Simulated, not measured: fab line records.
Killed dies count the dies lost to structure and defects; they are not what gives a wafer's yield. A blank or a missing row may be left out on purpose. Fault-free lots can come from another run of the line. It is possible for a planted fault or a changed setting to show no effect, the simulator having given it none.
Struck lot and sound lot, side by side ; flow ritCmos ; 41 out of 202 route steps
Sound: wafers L560.1, L560.4, L560.6. Wafers struck: L570.3, L570.4, L570.5. The cause is named last.
Each step with rows lists, per side, the tool, then ch with its chambers, then its first start. Under that, the readings that differ: sound wafers ; struck wafers ; difference of the means ; sigmas: that difference in standard deviations of wafers without a fault.
alike: a reading whose means differ by less than 2 such deviations, as well as words and numbers matching on both sides. not compared: withheld readings; readings where some wafer has no value; bounds like >300 that might hide an equal value; numbers whose values overlap and for which the record gives no deviation.
Wherever a step has rows on one side only, a row that says differs or no value, or a row with sigmas, the two part there. When numbers do not overlap yet have no deviation, they are printed without sigmas and do not part them. Lack of a reading on every wafer of one side parts them only where that side has two or more wafers.

RIT_SDANNEAL_RTA_03: time 5 s.
  sound on rtpAnneal-01 ch 0, day 3 18:08; struck on rtpAnneal-01 ch 0, day 5 15:40
reading;sound;struck;difference;sigmas
wafer_temp_C_max;1056.0 1056.0 1053.9;1051.3 1052.6 1053.6;-2.8;-3
  alike: rampUpCPerS
RIT_SDANNEAL_RS_MEAS_04: a four-point-probe measurement.
  struck on filmMetro-02, day 5 15:45; sound on filmMetro-01, day 3 18:12
  alike: PSD_RS
RIT_SDANNEAL_RS_MEAS_05: a four-point-probe measurement.
  struck on filmMetro-02, day 5 15:52; sound on filmMetro-01, day 3 18:19
  alike: NSD_RS
RIT_SDANNEAL_RS_MEAS_06: a four-point-probe measurement.
  struck on filmMetro-02, day 5 15:59; sound on filmMetro-01, day 3 18:26
  alike: PLDD_RS
RIT_SDANNEAL_RS_MEAS_07: a four-point-probe measurement.
  struck on filmMetro-02, day 5 16:07; sound on filmMetro-01, day 3 18:34
  alike: NLDD_RS
then, 1 step without rows for these wafers: RIT_SILICIDE_WET_ETCH_00 (etches SiO2 in BOE, target depth 14 nm, time 15 s).
RIT_SILICIDE_SPUTTER_01: material Ti, target thk 30 nm, time 240 s.
  struck on pvdSputter-01, day 5 16:13; sound on pvdSputter-01, day 3 18:41
  alike: throttleValvePct
RIT_SILICIDE_RS_MEAS_02: a four-point-probe measurement.
  struck on filmMetro-01, day 5 16:24; sound on filmMetro-03, day 3 18:50
  alike: SILICIDE_TI_RS
RIT_SILICIDE_THK_MEAS_03: measures by xrf.
  struck on filmMetro-01, day 5 16:30; sound on filmMetro-03, day 3 18:58
  alike: SILICIDE_TI_THK
RIT_SILICIDE_RTA_04: time 10 s, ramp up 5 s, ramp down 5 s.
  sound on rtpAnneal-02 ch 0, day 3 19:01; struck on rtpAnneal-02 ch 0, day 5 16:34
  alike: wafer_temp_C_max
then, 1 step without rows for these wafers: RIT_SILICIDE_WET_ETCH_05 (etches Ti in SPM, time 120 s).
RIT_SILICIDE_RTA_06: time 10 s, ramp up 5 s, ramp down 10 s.
  sound on rtpAnneal-01 ch 0, day 3 19:08; struck on rtpAnneal-01 ch 0, day 5 16:40
  alike: wafer_temp_C_max
RIT_CONTACT_CVD_00: deposits SiO2 from TEOS, target thk 400 nm, time 61 s.
  sound on pecvd-04 ch 0,1,2, day 3 19:11; struck on pecvd-03 ch 0,1, day 5 16:43
reading;sound;struck;difference;sigmas
model.SiO2_of_CONTACT_CVD_00.thkNm (nm);390 389.4 402.4;457.6 462.1 460.1;+66.0;
  alike: heaterPowerW
RIT_CONTACT_THK_MEAS_01:
  struck on filmMetro-02, day 5 17:01; sound on filmMetro-03, day 3 19:15
reading;sound;struck;difference;sigmas
CONTACT_TEOS_THK (nm);390 389 403;458 462 460;+66;+12
  not compared: hold
then, 5 steps without rows for these wafers: RIT_CONTACT_COAT_03 (resist thk 1000 nm); RIT_CONTACT_SOFTBAKE_04 (time 60 s); RIT_CONTACT_EXPOSE_05 (exposes mask M11, target cd 1000 nm); RIT_CONTACT_PEB_06; RIT_CONTACT_DEVELOP_07 (develop time 120 s).
RIT_CONTACT_CD_MEAS_08: target cd 1000 nm.
  struck on cdSem-01, day 5 21:36; sound on cdSem-01, day 3 20:17
  alike: cdNm
RIT_CONTACT_OVL_MEAS_09:
  struck on overlay-02, day 5 21:41; sound on overlay-02, day 3 20:25
  alike: CONTACT_OVL
then, 1 step without rows for these wafers: RIT_CONTACT_HARDBAKE_10 (time 60 s).
RIT_CONTACT_ETCH_11: etches SiO2 in CHF3/CF4/Ar, stops on TiSi2, target depth 480 nm, time 320 s.
  sound on rieDiel-03 ch 1,2, day 3 20:36; struck on rieDiel-03 ch 0,1,3, day 5 21:54
reading;sound;struck;difference;sigmas
model.etch.depthNm (nm);390 389.4 402.4;457.6 462.1 460.1;+66.0;
model.CONTACT.featureDepthNm (nm);390 389.4 402.4;457.6 462.1 460.1;+66.0;
  alike: drypumpMotorCurrentA, oesProductAu, throttleValvePct
  not compared: rfHoursCounterH
then, 1 step without rows for these wafers: RIT_CONTACT_STRIP_12 (strips in O2, time 180 s).
RIT_CONTACT_CD_MEAS_90: target cd 1000 nm.
  struck on cdSem-02, day 5 22:19; sound on cdSem-02, day 3 20:58
  alike: cdNm
then, 2 steps without rows for these wafers: RIT_CONTACT_CLEAN_13 (cleans in SC1, time 600 s); RIT_CONTACT_CLEAN_14 (cleans in SC2, time 600 s).
RIT_M1_SPUTTER_00: material Al, target thk 400 nm, time 508 s.
  struck on pvdSputter-04, day 5 22:45; sound on pvdSputter-04, day 3 21:28
  alike: throttleValvePct
RIT_M1_RS_MEAS_01: a four-point-probe measurement.
  struck on filmMetro-03, day 5 23:08; sound on filmMetro-02, day 3 21:46
  alike: M1_AL_RS
RIT_M1_THK_MEAS_02: measures by xrf.
  struck on filmMetro-03, day 5 23:14; sound on filmMetro-02, day 3 21:53
  alike: M1_AL_THK
then, 6 steps without rows for these wafers: RIT_M1_HMDS_03 (prime time 60 s); RIT_M1_COAT_04 (resist thk 1300 nm); RIT_M1_SOFTBAKE_05 (time 60 s); RIT_M1_EXPOSE_06 (exposes mask M12, target cd 2600 nm); RIT_M1_PEB_07; RIT_M1_DEVELOP_08 (develop time 68 s).
RIT_M1_CD_MEAS_09: target cd 2600 nm.
  struck on cdSem-01, day 6 00:23; sound on cdSem-01, day 3 22:57
  alike: cdNm
RIT_M1_OVL_MEAS_10:
  struck on overlay-01, day 6 00:28; sound on overlay-02, day 3 23:04
  alike: M1_OVL
then, 1 step without rows for these wafers: RIT_M1_HARDBAKE_11 (time 120 s).
RIT_M1_METAL_ETCH_12: etches Al in Cl2/BCl3, stops on SiO2, time 165 s, target depth 600 nm.
  sound on rieMetal-03 ch 0,1, day 3 23:21; struck on rieMetal-02 ch 0,1, day 6 00:48
reading;sound;struck;difference;sigmas
model.SiO2_of_CONTACT_CVD_00.thkNm (nm);355.1 353 367.7;420.1 426.3 422.6;+64.4;
  alike: drypumpMotorCurrentA, oesProductAu, throttleValvePct
  not compared: rfHoursCounterH
then, 1 step without rows for these wafers: RIT_M1_STRIP_13 (strips in nmp, time 600 s).

## WHERE THEY PART
Earliest at RIT_SDANNEAL_RTA_03; latest, in this record, at RIT_CONTACT_THK_MEAS_01. Later steps at which nothing parts them and some readings are alike: RIT_CONTACT_CD_MEAS_08, RIT_CONTACT_OVL_MEAS_09, RIT_CONTACT_ETCH_11, RIT_CONTACT_CD_MEAS_90, RIT_M1_SPUTTER_00, RIT_M1_RS_MEAS_01, RIT_M1_THK_MEAS_02, RIT_M1_CD_MEAS_09, RIT_M1_OVL_MEAS_10, RIT_M1_METAL_ETCH_12.

WHY: whatever the simulator had introduced
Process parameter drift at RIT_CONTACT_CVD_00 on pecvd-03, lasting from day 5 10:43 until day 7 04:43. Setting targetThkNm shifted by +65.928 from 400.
